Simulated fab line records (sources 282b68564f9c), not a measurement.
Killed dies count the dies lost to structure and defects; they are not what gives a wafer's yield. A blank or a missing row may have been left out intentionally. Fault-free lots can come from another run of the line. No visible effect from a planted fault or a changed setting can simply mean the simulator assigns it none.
fab line records + flow rit-cmos
record:
- lots: 6
- wafers: 18
- last-day: 7
route steps=202 shown CONTACT@180 M1@184
lots that met no fault: taken from a fault-free run of the same line
start-h: start of the lot's first displayed wafer, in hours after the record's first day + wait-h: time in hours since the lot's previous step + " same as the row above + L1.1+2: several wafers, shown together as one row + - no value, or no start given + * or withheld: withheld + < > ~ a bound
route shown NAME@n: NAME is a module with steps in the file, n the number in the route of the first one + usual: the fault-free wafers' mean and standard deviation + same: alike in all rows + chamber/n: place in a boat + sites: readings site by site + _std_site: standard deviation across them + _edge_site: outer sites' mean less inner sites' + radius-mm: how far each site lies from the wafer's centre + mask NAME#n: copy n + behind: tool/chamber where the wafer was last shaped + hold: reason for holding the lot/hours on hold/outcome of the hold + device: the transistor (n, p or np) that didn't switch + end of line: at the end of the route, the tests of the same wafers + for a step that has no rows: nothing shown but its recipe + killed: dies that structure and defects cost at the first sort, which is not the same as the wafer's yield + map: a wafer's dies, marking killed ones x, the rest . and places with no die _
set.NAME: the setting that was run; set.NAME@STEP: the one run at that earlier step + model.NAME: the simulator's own value behind a step, which no gauge read
lots at some steps of the route; a table a step, a row a wafer
services: when a tool's chamber went out of use (start-h, in hours from the record's first day, below 0 if earlier), for how many hours, and the reason
== steps ==
step: RIT_CONTACT_STRIP_12
recipe:
- chemistry: O2
- time-s: 180
- resist: NOVOLAK
- platen-temp-c: withheld
- power-w: 500
- pressure-mtorr: 4000
- o2-flow-sccm: 4000
usual:
- drypump-motor-current-A: 5.6/0.55
| lot.wafer | tool            | chamber | start-h | wait-h | drypump-motor-current-A | rf-hours-counter-h |
|-----------|-----------------|---------|---------|--------|-------------------------|--------------------|
| L462.1    | plasma-asher-03 | 0       | 52.70   | 0.1    | 5.3                     | 40                 |
| L462.3    | "               | 0       | "       | "      | 5.3                     | -                  |
| L462.6    | "               | 0       | "       | "      | 5.3                     | -                  |
| L465.1    | plasma-asher-03 | 1       | 74.45   | 0.1    | 5.5                     | 42                 |
| L465.3    | "               | 0       | "       | "      | 5.2                     | -                  |
| L465.4    | "               | 1       | "       | "      | 5.5                     | -                  |
| L472.2    | plasma-asher-03 | 1       | 107.93  | 0.1    | 5.5                     | 46                 |
| L472.3    | "               | 1       | "       | "      | 5.5                     | -                  |
| L472.4    | "               | 0       | "       | "      | 5.3                     | -                  |
| L473.2    | plasma-asher-01 | 0       | 112.46  | 0.1    | 4.9                     | 34                 |
| L473.3    | "               | 0       | "       | "      | 4.9                     | -                  |
| L473.5    | "               | 1       | "       | "      | 6.4                     | -                  |
| L477.1    | plasma-asher-04 | 1       | 133.54  | 0.1    | 6.6                     | 48                 |
| L477.2    | "               | 0       | "       | "      | 5.4                     | 48                 |
| L477.5    | "               | 1       | "       | "      | 6.7                     | -                  |
| L485.1    | plasma-asher-04 | 0       | 171.47  | 0.1    | 5.4                     | 52                 |
| L485.2    | "               | 1       | "       | "      | 6.6                     | 52                 |
| L485.4    | "               | 1       | "       | "      | 6.6                     | -                  |
step: RIT_CONTACT_CD_MEAS_90
recipe:
- target-cd-nm: 1000
usual:
- cd-nm: 999.8/2.3
| lot.wafer | tool      | chamber | start-h | wait-h | cd-nm  |
|-----------|-----------|---------|---------|--------|--------|
| L462.1    | cd-sem-01 | -       | 52.88   | 0.1    | 1000.8 |
| L462.3    | "         | -       | "       | "      | 1002.0 |
| L462.6    | "         | -       | "       | "      | 1000.9 |
| L465.1    | cd-sem-02 | -       | 74.63   | 0.1    | 999.5  |
| L465.3    | "         | -       | "       | "      | 1000.8 |
| L465.4    | "         | -       | "       | "      | 1000.0 |
| L472.2    | cd-sem-02 | -       | 108.12  | 0.1    | 995.9  |
| L472.3    | "         | -       | "       | "      | 996.3  |
| L472.4    | "         | -       | "       | "      | 997.4  |
| L473.2    | cd-sem-01 | -       | 112.66  | 0.1    | 999.2  |
| L473.3    | "         | -       | "       | "      | 998.2  |
| L473.5    | "         | -       | "       | "      | 999.1  |
| L477.1    | cd-sem-02 | -       | 133.71  | 0.1    | 996.8  |
| L477.2    | "         | -       | "       | "      | 997.6  |
| L477.5    | "         | -       | "       | "      | 998.9  |
| L485.1    | cd-sem-01 | -       | 171.64  | 0.1    | 1003.2 |
| L485.2    | "         | -       | "       | "      | 1003.1 |
| L485.4    | "         | -       | "       | "      | 1004.8 |
step: RIT_CONTACT_CLEAN_13
recipe:
- chemistry: SC1
- mix: 3:3:50
- time-s: 600
- temp-c: 75
step: RIT_CONTACT_CLEAN_14
recipe:
- chemistry: SC2
- mix: 3:3:50
- time-s: 600
- temp-c: 75
- dry: n2-spin
step: RIT_M1_SPUTTER_00
recipe:
- material: Al
- target-thk-nm: 400
- power-w: 2000
- chamber-pressure-pa: 0.4
- gas: Ar
- time-s: 500
- substrate-temp-c: 25
usual:
- throttle-valve-pct: 30.2/0.92
| lot.wafer | tool           | chamber | start-h | wait-h | throttle-valve-pct |
|-----------|----------------|---------|---------|--------|--------------------|
| L462.1    | pvd-sputter-01 | -       | 53.36   | 0.0    | 29.5               |
| L462.3    | "              | -       | "       | "      | 31.6               |
| L462.6    | "              | -       | "       | "      | 30.4               |
| L465.1    | pvd-sputter-02 | -       | 75.10   | 0.0    | 29.5               |
| L465.3    | "              | -       | "       | "      | 30.8               |
| L465.4    | "              | -       | "       | "      | 29.8               |
| L472.2    | pvd-sputter-03 | -       | 108.57  | 0.0    | 29.7               |
| L472.3    | "              | -       | "       | "      | 28.4               |
| L472.4    | "              | -       | "       | "      | 30.7               |
| L473.2    | pvd-sputter-01 | -       | 113.13  | 0.0    | 30.6               |
| L473.3    | "              | -       | "       | "      | 31.8               |
| L473.5    | "              | -       | "       | "      | 29.4               |
| L477.1    | pvd-sputter-01 | -       | 134.18  | 0.0    | 30.7               |
| L477.2    | "              | -       | "       | "      | 31.8               |
| L477.5    | "              | -       | "       | "      | 29.4               |
| L485.1    | pvd-sputter-01 | -       | 172.11  | 0.0    | 31.8               |
| L485.2    | "              | -       | "       | "      | 29.6               |
| L485.4    | "              | -       | "       | "      | 30.3               |
step: RIT_M1_RS_MEAS_01
recipe:
- thk-meas-gauge: four-point-probe
- reads: Al_of_M1_SPUTTER_00
usual:
- M1_AL_RS: 0.0731/0.0007
| lot.wafer | tool          | chamber | start-h | wait-h | M1_AL_RS[ohm/sq] |
|-----------|---------------|---------|---------|--------|------------------|
| L462.1    | film-metro-02 | -       | 53.66   | 0.1    | 0.0724           |
| L462.3    | "             | -       | "       | "      | 0.0722           |
| L462.6    | "             | -       | "       | "      | 0.0722           |
| L465.1    | film-metro-04 | -       | 75.39   | 0.1    | 0.0736           |
| L465.3    | "             | -       | "       | "      | 0.0737           |
| L465.4    | "             | -       | "       | "      | 0.0739           |
| L472.2    | film-metro-02 | -       | 108.89  | 0.2    | 0.0732           |
| L472.3    | "             | -       | "       | "      | 0.0718           |
| L472.4    | "             | -       | "       | "      | 0.0719           |
| L473.2    | film-metro-04 | -       | 113.44  | 0.2    | 0.0735           |
| L473.3    | "             | -       | "       | "      | 0.0732           |
| L473.5    | "             | -       | "       | "      | 0.0733           |
| L477.1    | film-metro-04 | -       | 134.48  | 0.1    | 0.0726           |
| L477.2    | "             | -       | "       | "      | 0.0730           |
| L477.5    | "             | -       | "       | "      | 0.0732           |
| L485.1    | film-metro-02 | -       | 172.41  | 0.1    | 0.0723           |
| L485.2    | "             | -       | "       | "      | 0.0724           |
| L485.4    | "             | -       | "       | "      | 0.0724           |
step: RIT_M1_THK_MEAS_02
recipe:
- thk-meas-gauge: xrf
- reads: Al_of_M1_SPUTTER_00
usual:
- M1_AL_THK: 397/3.6
| lot.wafer | tool          | chamber | start-h | wait-h | M1_AL_THK[nm] |
|-----------|---------------|---------|---------|--------|---------------|
| L462.1    | film-metro-02 | -       | 53.78   | 0.1    | 400           |
| L462.3    | "             | -       | "       | "      | 399           |
| L462.6    | "             | -       | "       | "      | 402           |
| L465.1    | film-metro-04 | -       | 75.51   | 0.1    | 394           |
| L465.3    | "             | -       | "       | "      | 392           |
| L465.4    | "             | -       | "       | "      | 396           |
| L472.2    | film-metro-02 | -       | 109.00  | 0.1    | 393           |
| L472.3    | "             | -       | "       | "      | 401           |
| L472.4    | "             | -       | "       | "      | 404           |
| L473.2    | film-metro-04 | -       | 113.55  | 0.1    | 396           |
| L473.3    | "             | -       | "       | "      | 398           |
| L473.5    | "             | -       | "       | "      | 395           |
| L477.1    | film-metro-04 | -       | 134.60  | 0.1    | 401           |
| L477.2    | "             | -       | "       | "      | 397           |
| L477.5    | "             | -       | "       | "      | 395           |
| L485.1    | film-metro-02 | -       | 172.53  | 0.1    | 397           |
| L485.2    | "             | -       | "       | "      | 397           |
| L485.4    | "             | -       | "       | "      | 401           |
step: RIT_M1_HMDS_03
recipe:
- prime-time-s: 60
- prime-temp-c: 140
step: RIT_M1_COAT_04
recipe:
- resist: NOVOLAK
- spin-rpm: 2000
- resist-thk-nm: 1300
step: RIT_M1_SOFTBAKE_05
recipe:
- resist: NOVOLAK
- temp-c: 90
- time-s: 60
step: RIT_M1_EXPOSE_06
recipe:
- mask-id: M12
- na: 0.6
- source-shape: conventional
- sigma-outer: 0.5
- target-cd-nm: 2600
- dose-mj: 250
step: RIT_M1_PEB_07
recipe:
- resist: NOVOLAK
- temp-c: withheld
- time-s: withheld
step: RIT_M1_DEVELOP_08
recipe:
- resist: NOVOLAK
- develop-time-s: 68
- dev-temp-c: 23.4
usual:
- resist-line-temp-C: 23.01/0.1
| lot.wafer | tool           | chamber | start-h | wait-h | resist-line-temp-C |
|-----------|----------------|---------|---------|--------|--------------------|
| L462.1    | litho-track-02 | 0       | 54      | -      | 23.21              |
| L462.3    | "              | 0       | "       | "      | 22.94              |
| L462.6    | "              | 0       | "       | "      | 22.91              |
| L465.1    | litho-track-04 | 0       | 76      | -      | 22.83              |
| L465.3    | "              | 0       | "       | "      | 22.95              |
| L465.4    | "              | 0       | "       | "      | 22.99              |
| L472.2    | litho-track-04 | 0       | 109     | -      | 23.01              |
| L472.3    | "              | 0       | "       | "      | 22.86              |
| L472.4    | "              | 0       | "       | "      | 23.12              |
| L473.2    | litho-track-04 | 0       | 114     | -      | 23.03              |
| L473.3    | "              | 0       | "       | "      | 23.04              |
| L473.5    | "              | 0       | "       | "      | 23.07              |
| L477.1    | litho-track-02 | 0       | 135     | -      | 22.93              |
| L477.2    | "              | 0       | "       | "      | 22.92              |
| L477.5    | "              | 0       | "       | "      | 22.93              |
| L485.1    | litho-track-02 | 0       | 173     | -      | 23.21              |
| L485.2    | "              | 0       | "       | "      | 23.24              |
| L485.4    | "              | 0       | "       | "      | 23.16              |
step: RIT_M1_CD_MEAS_09
recipe:
- target-cd-nm: 2600
usual:
- cd-nm: 2600.2/2
| lot.wafer | tool      | chamber | start-h | wait-h | cd-nm  |
|-----------|-----------|---------|---------|--------|--------|
| L462.1    | cd-sem-02 | -       | 54.72   | -      | 2598.9 |
| L462.3    | "         | -       | "       | "      | 2603.1 |
| L462.6    | "         | -       | "       | "      | 2600.1 |
| L465.1    | cd-sem-01 | -       | 76.59   | -      | 2598.7 |
| L465.3    | "         | -       | "       | "      | 2600.5 |
| L465.4    | "         | -       | "       | "      | 2599.9 |
| L472.2    | cd-sem-02 | -       | 109.95  | -      | -      |
| L472.3    | "         | -       | "       | "      | -      |
| L472.4    | "         | -       | "       | "      | -      |
| L473.2    | cd-sem-02 | -       | 114.50  | -      | -      |
| L473.3    | "         | -       | "       | "      | -      |
| L473.5    | "         | -       | "       | "      | -      |
| L477.1    | cd-sem-01 | -       | 135.54  | -      | 2602.5 |
| L477.2    | "         | -       | "       | "      | 2601.9 |
| L477.5    | "         | -       | "       | "      | 2600.5 |
| L485.1    | cd-sem-02 | -       | 173.47  | -      | 2602.1 |
| L485.2    | "         | -       | "       | "      | 2602.1 |
| L485.4    | "         | -       | "       | "      | 2600.8 |
step: RIT_M1_OVL_MEAS_10
usual:
- M1_OVL: 0.1/1.4
| lot.wafer | tool       | chamber | start-h | wait-h | M1_OVL[nm] |
|-----------|------------|---------|---------|--------|------------|
| L462.1    | overlay-01 | -       | 54.84   | 0.1    | -0.1       |
| L462.3    | "          | -       | "       | "      | -0.3       |
| L462.6    | "          | -       | "       | "      | 0.5        |
| L465.1    | overlay-01 | -       | 76.71   | 0.1    | -0.1       |
| L465.3    | "          | -       | "       | "      | -1.5       |
| L465.4    | "          | -       | "       | "      | 0.4        |
| L472.2    | overlay-01 | -       | 110.05  | 0.1    | -          |
| L472.3    | "          | -       | "       | "      | -          |
| L472.4    | "          | -       | "       | "      | -          |
| L473.2    | overlay-02 | -       | 114.61  | 0.1    | -          |
| L473.3    | "          | -       | "       | "      | -          |
| L473.5    | "          | -       | "       | "      | -          |
| L477.1    | overlay-01 | -       | 135.66  | 0.1    | 2.6        |
| L477.2    | "          | -       | "       | "      | 0.4        |
| L477.5    | "          | -       | "       | "      | 2.0        |
| L485.1    | overlay-01 | -       | 173.59  | 0.1    | 1.8        |
| L485.2    | "          | -       | "       | "      | 0.8        |
| L485.4    | "          | -       | "       | "      | 0.2        |
step: RIT_M1_HARDBAKE_11
recipe:
- resist: NOVOLAK
- temp-c: 140
- time-s: 120
step: RIT_M1_PROBE_99
usual:
- defect-limited-yield: 97.7/1.2
- killed_at_M0_to_M3: 0.0/0.2
- killed-at-contacts: 0.1/0.25
- killed-at-front-end: 6/3.1
- killed-dies: 6/3.1
- killed-on-rim: 1.6/1.4
- killed-open: 2.9/2
- killed-short: 3.3/2
- sort_bin_3_pad_short: 0.1/0.2
- sort_bin_5_function: 1.3/0.81
- sort_bin_6_memory: 0.9/0.61
- sort-n-pass: 258/3.1
- sort-yield-pct: 97.7/1.2
same:
- gross-dies: 264
- killed_at_M4_up: 0
- killed-at-back-side: 0
- killed-at-other: 0
| lot.wafer | tool      | chamber | start-h | wait-h | hold                   | defect-limited-yield[%] | killed_at_M0_to_M3 | killed-at-contacts | killed-at-front-end | killed-dies | killed-on-rim | killed-open | killed-short | sort_bin_3_pad_short[%] | sort_bin_5_function[%] | sort_bin_6_memory[%] | sort-n-pass | sort-yield-pct[%] |
|-----------|-----------|---------|---------|--------|------------------------|-------------------------|--------------------|--------------------|---------------------|-------------|---------------|-------------|--------------|-------------------------|------------------------|----------------------|-------------|-------------------|
| L462.1    | prober-02 | -       | 57.66   | 0.1    | -                      | 96.6                    | 0                  | 0                  | 9                   | 9           | 2             | 5           | 4            | 0                       | 1.5                    | 1.9                  | 255         | 96.6              |
| L462.3    | prober-02 | -       | 57.76   | 0.2    | -                      | 99.2                    | 0                  | 0                  | 2                   | 2           | 0             | 0           | 2            | 0                       | 0.4                    | 0.4                  | 262         | 99.2              |
| L462.6    | prober-02 | -       | 57.91   | 0.2    | -                      | 99.2                    | 0                  | 0                  | 2                   | 2           | 1             | 2           | 0            | 0                       | 0                      | 0.8                  | 262         | 99.2              |
| L465.1    | prober-01 | -       | 79.25   | 0.1    | -                      | 97.0                    | 0                  | 0                  | 8                   | 8           | 1             | 4           | 4            | 0                       | 1.1                    | 1.9                  | 256         | 97.0              |
| L465.3    | prober-01 | -       | 79.35   | 0.2    | -                      | 98.5                    | 0                  | 0                  | 4                   | 4           | 1             | 2           | 2            | 0                       | 1.1                    | 0.4                  | 260         | 98.5              |
| L465.4    | prober-01 | -       | 79.40   | 0.2    | -                      | 97.3                    | 0                  | 0                  | 7                   | 7           | 3             | 3           | 4            | 0.4                     | 0.4                    | 1.9                  | 257         | 97.3              |
| L472.2    | prober-02 | -       | 112.64  | 0.1    | await-dispo/2.8h/scrap | 0                       | 262                | 1                  | 1                   | 264         | 70            | 0           | 2            | 0                       | 100.0                  | 0                    | 0           | 0                 |
| L472.3    | prober-02 | -       | 112.69  | 0.2    | await-dispo/2.8h/scrap | 0                       | 261                | 0                  | 3                   | 264         | 70            | 1           | 2            | 0                       | 99.6                   | 0.4                  | 0           | 0                 |
| L472.4    | prober-02 | -       | 112.74  | 0.2    | await-dispo/2.8h/scrap | 0                       | 259                | 0                  | 5                   | 264         | 70            | 4           | 1            | 0.4                     | 98.9                   | 0.8                  | 0           | 0                 |
| L473.2    | prober-01 | -       | 117.19  | 0.1    | await-dispo/4.4h/scrap | 0                       | 254                | 0                  | 10                  | 264         | 70            | 4           | 6            | 0.4                     | 98.5                   | 1.1                  | 0           | 0                 |
| L473.3    | prober-01 | -       | 117.24  | 0.2    | await-dispo/4.4h/scrap | 0                       | 257                | 1                  | 6                   | 264         | 70            | 3           | 4            | 0.4                     | 98.1                   | 1.5                  | 0           | 0                 |
| L473.5    | prober-01 | -       | 117.34  | 0.2    | await-dispo/4.4h/scrap | 0                       | 253                | 0                  | 11                  | 264         | 70            | 4           | 7            | 0.8                     | 98.1                   | 1.1                  | 0           | 0                 |
| L477.1    | prober-01 | -       | 138.20  | 0.1    | -                      | 98.5                    | 0                  | 0                  | 4                   | 4           | 2             | 3           | 1            | 0.4                     | 0.8                    | 0.4                  | 260         | 98.5              |
| L477.2    | prober-01 | -       | 138.25  | 0.1    | -                      | 97.0                    | 0                  | 0                  | 8                   | 8           | 1             | 6           | 2            | 0                       | 2.3                    | 0.8                  | 256         | 97.0              |
| L477.5    | prober-01 | -       | 138.40  | 0.2    | -                      | 98.9                    | 0                  | 0                  | 3                   | 3           | 0             | 0           | 3            | 0                       | 0.4                    | 0.8                  | 261         | 98.9              |
| L485.1    | prober-01 | -       | 176.13  | 0.1    | -                      | 95.1                    | 0                  | 0                  | 13                  | 13          | 0             | 4           | 9            | 0.4                     | 2.7                    | 1.9                  | 251         | 95.1              |
| L485.2    | prober-01 | -       | 176.18  | 0.1    | -                      | 97.0                    | 0                  | 0                  | 8                   | 8           | 4             | 4           | 4            | 0                       | 1.5                    | 1.5                  | 256         | 97.0              |
| L485.4    | prober-01 | -       | 176.28  | 0.2    | -                      | 98.1                    | 0                  | 0                  | 5                   | 5           | 2             | 3           | 2            | 0                       | 1.1                    | 0.8                  | 259         | 98.1              |
killed by level:class
L462.1 FOX1:geometric-particle:short=2 SILICIDE:geometric-particle:open=2 FOX1:geometric-particle:open=1 FOX2:geometric-particle:short=1 REOX:geometric-particle:open=1 SPACER:geometric-particle:open=1 SILICIDE:geometric-particle:short=1
L462.3 GATE:geometric-particle:short=1 REOX:geometric-particle:short=1
L462.6 ACTIVE:geometric-particle:open=1 GATE:geometric-particle:open=1
L465.1 FOX1:geometric-particle:short=2 FOX1:geometric-particle:open=2 GATE:geometric-particle:open=2 FOX2:geometric-particle:short=1 GATE:geometric-particle:short=1
L465.3 GATE:geometric-particle:short=2 GATE:geometric-particle:open=2
L465.4 FOX1:geometric-particle:open=2 FOX1:geometric-particle:short=2 GATE:geometric-particle:short=1 SILICIDE:geometric-particle:open=1 SILICIDE:geometric-particle:short=1
L472.2 M1:area-develop=262 SILICIDE:geometric-particle:short=1 CONTACT:geometric-particle:short=1
L472.3 M1:area-develop=261 FOX2:geometric-particle:open=1 GATE:geometric-particle:short=1 SPACER:geometric-particle:short=1
L472.4 M1:area-develop=259 FOX1:geometric-particle:open=1 FOX2:geometric-particle:open=1 GATE:geometric-particle:open=1 SPACER:geometric-particle:short=1 SILICIDE:geometric-particle:open=1
L473.2 M1:area-develop=254 GATE:geometric-particle:open=3 GATE:geometric-particle:short=2 REOX:geometric-particle:short=2 REOX:geometric-particle:open=1 SPACER:geometric-particle:short=1 SILICIDE:geometric-particle:short=1
L473.3 M1:area-develop=257 FOX1:geometric-particle:open=1 FOX2:geometric-particle:short=1 GATE:geometric-particle:open=1 GATE:geometric-particle:short=1 SPACER:geometric-particle:short=1 SILICIDE:geometric-particle:short=1 CONTACT:geometric-particle:open=1
L473.5 M1:area-develop=253 GATE:geometric-particle:short=4 GATE:geometric-particle:open=2 FOX1:geometric-particle:short=1 REOX:geometric-particle:open=1 SPACER:geometric-particle:short=1 SILICIDE:geometric-particle:open=1 SILICIDE:geometric-particle:short=1
L477.1 GATE:geometric-particle:open=2 GATE:geometric-particle:short=1 REOX:geometric-particle:open=1
L477.2 FOX1:geometric-particle:open=2 GATE:geometric-particle:open=2 GATE:geometric-particle:short=2 SILICIDE:geometric-particle:open=2
L477.5 GATE:geometric-particle:short=1 REOX:geometric-particle:short=1 SILICIDE:geometric-particle:short=1
L485.1 SPACER:geometric-particle:short=3 SILICIDE:geometric-particle:short=3 GATE:geometric-particle:short=2 REOX:geometric-particle:open=2 FOX1:geometric-particle:open=1 FOX1:geometric-particle:short=1 SPACER:geometric-particle:open=1
L485.2 FOX1:geometric-particle:short=2 GATE:geometric-particle:short=2 FOX2:geometric-particle:open=1 GATE:geometric-particle:open=1 SPACER:geometric-particle:open=1 SILICIDE:geometric-particle:open=1
L485.4 FOX2:geometric-particle:open=3 GATE:geometric-particle:short=1 SPACER:geometric-particle:short=1
map L472.2 (x killed, . not)
________xxxxxxx_______
_____xxxxxxxxxxxxx____
____xxxxxxxxxxxxxxx___
___xxxxxxxxxxxxxxxxx__
__xxxxxxxxxxxxxxxxxxx_
__xxxxxxxxxxxxxxxxxxx_
_xxxxxxxxxxxxxxxxxxxxx
_xxxxxxxxxxxxxxxxxxxxx
_xxxxxxxxxxxxxxxxxxxxx
_xxxxxxxxxxxxxxxxxxxxx
__xxxxxxxxxxxxxxxxxxx_
__xxxxxxxxxxxxxxxxxxx_
___xxxxxxxxxxxxxxxxx__
____xxxxxxxxxxxxxxx___
_____xxxxxxxxxxxxx____
________xxxxxxx_______
map L473.2 (x killed, . not)
________xxxxxxx_______
_____xxxxxxxxxxxxx____
____xxxxxxxxxxxxxxx___
___xxxxxxxxxxxxxxxxx__
__xxxxxxxxxxxxxxxxxxx_
__xxxxxxxxxxxxxxxxxxx_
_xxxxxxxxxxxxxxxxxxxxx
_xxxxxxxxxxxxxxxxxxxxx
_xxxxxxxxxxxxxxxxxxxxx
_xxxxxxxxxxxxxxxxxxxxx
__xxxxxxxxxxxxxxxxxxx_
__xxxxxxxxxxxxxxxxxxx_
___xxxxxxxxxxxxxxxxx__
____xxxxxxxxxxxxxxx___
_____xxxxxxxxxxxxx____
________xxxxxxx_______
== services ==
| tool            | chamber | start-h | hours | kind       |
|-----------------|---------|---------|-------|------------|
| pvd-sputter-03  | -       | 34.94   | 1.0   | repair     |
| pvd-sputter-03  | -       | 75.64   | 2.5   | repair     |
| plasma-asher-03 | -       | 88.64   | 1.2   | repair     |
| plasma-asher-03 | -       | 108.75  | 9.0   | pm         |
| plasma-asher-03 | 0       | 108.75  | 9.0   | vent-cycle |
| plasma-asher-03 | 1       | 108.75  | 9.0   | vent-cycle |
| plasma-asher-03 | 0       | 117.75  | -     | clean      |
| plasma-asher-03 | 1       | 117.75  | -     | clean      |
== key ==
first-sign:
- step: RIT_M1_CD_MEAS_09
- reading: cd-nm
- direction: missing
- through: control-loop
effect:
- step: RIT_M1_OVL_MEAS_10
- reading: M1_OVL
- direction: missing
- through: control-loop
effect:
- step: RIT_M1_PROBE_99
- reading: killed_at_M0_to_M3
- direction: up
- sigmas: 99+
- usual: 0.0
- struck: 257.7
- through: control-loop
more-kills-born-at:
- RIT_M1_DEVELOP_08@litho-track-04: 1546
met-at RIT_M1_DEVELOP_08
struck-wafers L472.2,L472.3,L472.4,L473.2,L473.3,L473.5
later-rows-left-out L472.2,L472.3,L472.4,L473.2,L473.3,L473.5
loop-trim:
- step: RIT_M1_EXPOSE_06
- setting: dose
- lots: L473
onset-between 76 109
fault:
- kind: process-parameter-drift
- tool: litho-track-04
- chamber: -
- onset-h: 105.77
- steps: RIT_M1_DEVELOP_08
- channel: develop-time-s
- offset: *
- shape: step
- end-h: 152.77
- acts-in: *
- stated: *
later-rows-left-out: the simulator's readings of these wafers behind a module that went badly wrong aren't trusted and aren't shown, but for the sort
loop-trim: a control loop set the setting to another value than it would have without faults
